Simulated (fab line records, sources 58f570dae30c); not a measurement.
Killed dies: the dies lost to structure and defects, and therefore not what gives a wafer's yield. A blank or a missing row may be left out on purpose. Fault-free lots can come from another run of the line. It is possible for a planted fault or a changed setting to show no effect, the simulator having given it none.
fab line records | flow berkeley_cmos170 | part 2 of 2: steps 38 to 44 of 44
record: lots: 7 wafers: 21 last_day: 13
route steps=331 shown PVT@118 GATE@125 FIELD@126 PLDD@145 NLDD@158 SILICIDE@210 M3@331
lots that met no fault: from a run of the same line without faults
start_h: start of the lot's first displayed wafer, in hours after the record's first day | wait_h: hours since the lot's step before | " repeats the value in the row above | L1.1+2: several wafers, shown together as one row | - either no value or no given start | * or withheld: withheld | < > ~ a bound
route shown NAME@n: names a module that has steps shown in the file, with the first one's number in the route | usual: mean/standard deviation of fault-free wafers | same: alike in all rows | chamber/n: place in a boat | sites: the reading at each site | _std_site: standard deviation across them | _edge_site: outer sites' mean less inner sites' | radius_mm: for every site, how far away it sits from the centre of the wafer | mask NAME#n: copy n | behind: tool/chamber where the wafer was last shaped | hold: reason for holding the lot/hours on hold/outcome of the hold | device: which transistor (n, p or np) failed to switch | end of line: the route-end tests of the same wafers | step lacking rows: just its recipe | killed: count of dies lost to structure and defects at first sort (not the wafer's yield) | map: the dies of a wafer, with x for killed, . for not killed, _ for no die there
set.NAME: setting as actually run; set.NAME@STEP: the setting as run at that earlier step | model.NAME: the simulator's own value behind a step, which no gauge read
certain route steps with their lots: each step a table, each wafer a row
services: from which hour (start_h, from the record's first day; less than 0 if before it) a tool's chamber was out of use, for how many hours, and why
== steps ==
step: UCB170_PLDD_STRIP_10
recipe: chemistry: O2 power_w: 400 pressure_mtorr: 3500 platen_temp_c: withheld o2_flow_sccm: 400 overash_fraction: 0.5
usual: drypump_motor_current_A: 5.42/0.27 oes_product_au: 0.735/0.0045 strip_time_to_endpoint_s: 21.59/0.077
same: overash_fraction: 0.5
columns lot.wafer tool chamber start_h wait_h drypump_motor_current_A oes_product_au rf_hours_counter_h strip_time_to_endpoint_s
L738.2 plasma_asher-03 1 162.92 0.1 5.76 0.737 5 21.58
L738.3 " 1 " " 5.80 0.740 - 21.69
L738.5 " 0 " " 5.66 0.744 - 21.66
L746.2 plasma_asher-04 1 183.71 0.1 5.04 0.731 47 21.50
L746.5 " 0 " " 5.35 0.729 - 21.58
L746.6 " 1 " " 5.02 0.736 - 21.56
L745.2 plasma_asher-03 0 184.88 0.1 5.63 0.733 7 21.67
L745.3 " 1 " " 5.80 0.740 - 21.73
L745.5 " 1 " " 5.81 0.734 - 21.69
L744.1 plasma_asher-01 1 185.00 0.1 5.59 0.738 46 21.51
L744.4 " 1 " " 5.61 0.730 - 21.49
L744.5 " 0 " " 5.17 0.739 - 21.52
L754.1 plasma_asher-03 0 231.19 0.1 5.63 0.732 13 21.53
L754.3 " 1 " " 5.80 0.735 - 21.52
L754.6 " 1 " " 5.80 0.738 - 21.46
L755.2 plasma_asher-01 0 245.31 0.1 5.20 0.728 53 21.64
L755.4 " 0 " " 5.19 0.731 - 21.71
L755.6 " 0 " " 5.19 0.736 - 21.65
L760.2 plasma_asher-04 1 265.52 0.1 4.98 0.733 56 21.56
L760.5 " 1 " " 4.99 0.738 - 21.62
L760.6 " 0 " " 5.36 0.737 - 21.64
step: UCB170_PLDD_TW_MEAS_11
usual: PLDD_TW: 1012/4.1
columns lot.wafer tool chamber start_h wait_h PLDD_TW
L738.2 film_metro-02 - 163.03 0.1 1012
L738.3 " - " " 1014
L738.5 " - " " 1008
L746.2 film_metro-04 - 183.82 0.1 1015
L746.5 " - " " 1008
L746.6 " - " " 1009
L745.2 film_metro-04 - 184.99 0.1 1016
L745.3 " - " " 1013
L745.5 " - " " 1014
L744.1 film_metro-03 - 185.10 0.1 1019
L744.4 " - " " 1018
L744.5 " - " " 1015
L754.1 film_metro-03 - 231.29 0.1 1012
L754.3 " - " " 1019
L754.6 " - " " 1017
L755.2 film_metro-04 - 245.42 0.1 1012
L755.4 " - " " 1012
L755.6 " - " " 1012
L760.2 film_metro-02 - 265.67 0.1 1006
L760.5 " - " " 1006
L760.6 " - " " 1008
step: UCB170_PLDD_CLEAN_12
recipe: chemistry: SPM temp_c: 120 time_s: 600
step: UCB170_NLDD_HMDS_00
recipe: prime_time_s: 60 prime_temp_c: 100
step: UCB170_NLDD_COAT_01
recipe: resist: KrF spin_rpm: 1500 resist_thk_nm: 900
step: UCB170_SILICIDE_PRE_CLEAN_00
recipe: gas: Ar preclean_etch_time_s: 60
columns lot.wafer tool chamber start_h wait_h model.poly-Si_of_GATE_CVD_04.thk_nm
L738.2 pvd_sputter-03 - 178.45 0.1 209.5
L738.3 " - " " 209
L738.5 " - " " 209.8
L745.2 pvd_sputter-04 - 201.09 0.1 228.3
L745.3 " - " " 226.2
L745.5 " - " " 226.8
L744.1 pvd_sputter-02 - 201.73 0.1 226.5
L744.4 " - " " 227.1
L744.5 " - " " 226.4
L746.2 pvd_sputter-03 - 202.13 0.1 226.2
L746.5 " - " " 228.2
L746.6 " - " " 227.2
L754.1 pvd_sputter-03 - 246.42 0.1 210.7
L754.3 " - " " 210.8
L754.6 " - " " 211.1
L755.2+6 pvd_sputter-04 - 265.66 0.1 208.4
L755.4 " - " " 208
L760.2 pvd_sputter-02 - 282.70 0.1 209.1
L760.5 " - " " 208.1
L760.6 " - " " 209.5
step: UCB170_M3_PROBE_99
columns lot.wafer tool chamber start_h wait_h model.etest.pldd.rs_ohm_sq model.etest.contact_ppoly.end_ohm_um model.etest.contact_npoly.end_ohm_um model.etest.poly_comb_over_steps.leak_log10_a_um
L738.2 prober-02 - 203.33 0.1 1118 225.3 60.98 -12.92
L738.3 prober-02 - 203.38 0.2 1118 204.7 59.74 -12.88
L738.5 prober-02 - 203.48 0.2 1119 226 60.86 -12.85
L744.1 prober-01 - 225.08 0.1 1154 265.1 73.33 -11.25
L744.4 prober-01 - 225.23 0.2 1168 256 71 -10.94
L744.5 prober-01 - 225.28 0.2 1159 254.3 71.57 -11.08
L745.2 prober-02 - 226.22 0.1 1135 249.7 68.82 -11.18
L745.3 prober-02 - 226.27 0.2 1140 247.8 68.17 -11.73
L745.5 prober-02 - 226.37 0.2 1132 236.1 69.58 -11.85
L746.2 prober-01 - 227.29 0.1 1128 253.3 73 -11.56
L746.5 prober-01 - 227.44 0.2 1130 266.4 71.44 -11.87
L746.6 prober-01 - 227.49 0.2 1140 256.9 70.78 -11.21
L754.1 prober-02 - 272.24 0.1 1104 231.3 61.78 -12.78
L754.3 prober-02 - 272.34 0.2 1096 222.2 62.03 -12.74
L754.6 prober-02 - 272.49 0.2 1095 233.3 64.37 -12.75
L755.2 prober-02 - 299.57 0.1 1114 226.4 63.16 -12.8
L755.4 prober-02 - 299.67 0.2 1119 225.5 63.21 -12.69
L755.6 prober-02 - 299.77 0.2 1114 219 62.16 -12.72
L760.2 prober-01 - 309.26 0.1 1130 217.6 62.31 -12.79
L760.5 prober-01 - 309.41 0.2 1123 215.2 59.36 -12.93
L760.6 prober-01 - 309.46 0.2 1125 230.5 62.14 -12.78
killed by level:class
L738.2 START:geometric_particle:short=1 WELLDRIVE:geometric_particle:open=1 GATE:geometric_particle:open=1 SPACER:geometric_particle:short=1 CONTACT:geometric_particle:open=1
L738.3 GATE:geometric_particle:open=2 M3:geometric_particle:open=1
L738.5 WELLDRIVE:geometric_particle:short=1 SCREENOX:geometric_particle:short=1 M2:geometric_particle:short=1
L745.2 GATE:geometric_particle:open=1 ACTIVE:area_etch=1
L745.3 GATE:geometric_particle:short=1 GATE:geometric_particle:open=1 SPACER:geometric_particle:open=1
L745.5 START:geometric_particle:short=1 WELLDRIVE:geometric_particle:open=1 GATE:geometric_particle:short=1
L746.2
L746.5 GATE:geometric_particle:short=2 V2:geometric_particle:open=1
L746.6 WELLDRIVE:geometric_particle:open=2 SPACER:geometric_particle:short=1
L754.1 GATE:geometric_particle:open=1 SILICIDE:geometric_particle:short=1 SILICIDE:geometric_particle:open=1
L754.3 FIELD:geometric_particle:open=1
L754.6 FIELD:geometric_particle:short=1
L755.4 WELLDRIVE:geometric_particle:open=1 SACOX:geometric_particle:open=1 SILICIDE:geometric_particle:open=1
L755.6 SILICIDE:geometric_particle:open=2 SILICIDE:geometric_particle:short=1 M1:geometric_particle:short=1 V2:geometric_particle:open=1
L760.2 GATE:geometric_particle:short=2 GATE:geometric_particle:open=1 CONTACT:geometric_particle:short=1 CONTACT:geometric_particle:open=1 V1:geometric_particle:short=1
L760.5 M3:geometric_particle:short=2
L760.6 START:geometric_particle:open=1 SPACER:geometric_particle:open=1 M3:geometric_particle:short=1
== services ==
columns tool chamber start_h hours kind
rie_diel-02 0 120.49 2.3 repair
pvd_sputter-03 - 124.11 1.5 repair
rie_diel-02 - 139.35 28.1 pm
rie_diel-01 3 149.74 7.3 repair
pvd_sputter-04 - 160.38 10.7 repair
rie_diel-04 - 169.10 1.5 repair
rie_diel-01 0 171.36 4.5 repair
rie_diel-01 2 196.39 4.4 repair
plasma_asher-04 - 197.92 0.5 repair
rie_diel-02 1 198.34 - clean
rie_diel-02 1 198.34 29.7 scheduled_down
rie_diel-02 1 198.34 29.7 vent_cycle
pvd_sputter-04 - 204.49 54.0 repair
rie_si-01 0 221.44 3.1 repair
lpcvd-01 - 226.80 1.9 repair
rie_si-01 1 227.49 - clean
rie_si-01 1 227.49 21.3 scheduled_down
rie_diel-04 2 228.86 10.7 repair
plasma_asher-03 - 229.85 1.2 repair
pvd_sputter-04 - 243.34 4.1 repair
rie_diel-01 3 243.70 1.4 repair
rie_diel-04 - 248.47 0.9 repair
rie_diel-01 - 268.60 15.6 pm
rie_si-01 2 271.60 2.5 repair
== key ==
first_sign: step: UCB170_GATE_CVD_04 reading: pressure_mtorr direction: up sigmas: 99+ usual: 374.7 struck: 449.1
effect: step: UCB170_GATE_THK_MEAS_05 reading: GATE_POLY_THK direction: up sigmas: 12 usual: 214.1 struck: 233.8
effect: step: UCB170_GATE_ETCH_15 reading: oes_product_au direction: up sigmas: 3.5 usual: 0.825 struck: 0.883
model_effect: step: UCB170_GATE_CVD_04 value: poly-Si_of_GATE_CVD_04.thk_nm without: 213.3 struck: 233.8
model_effect: step: UCB170_GATE_ETCH_15 value: etch.depth_nm without: 213.3 struck: 233.8
model_effect: step: UCB170_SILICIDE_PRE_CLEAN_00 value: poly-Si_of_GATE_CVD_04.thk_nm without: 206.5 struck: 227
model_effect: step: UCB170_M3_PROBE_99 value: etest.pldd.rs_ohm_sq without: 1125 struck: 1143
met_at UCB170_GATE_CVD_04
struck_wafers L744.1,L744.4,L744.5,L745.2,L745.3,L745.5,L746.2,L746.5,L746.6
sort_left_out L744.1,L744.4,L744.5
tester_left_out L744,L745,L746
onset_between 156.86 178.83
fault: kind: process_parameter_drift tool: lpcvd-01 chamber: - onset_h: 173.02 steps: UCB170_GATE_CVD_04 channel: pressure_mtorr offset: 75 shape: step end_h: 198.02 acts_in: these_recipes_only stated: 375
tester_left_out: of these lots the tester's yield and bins aren't shown, on N5 and GAA mostly nor the transistor test; their killed dies are dies lost to structure and defects alone, not to doping, threshold or leakage, so they don't give the yield
sort_left_out: the simulated sort isn't trusted on such a fault, so these wafers' sort isn't shown, and their yield isn't known
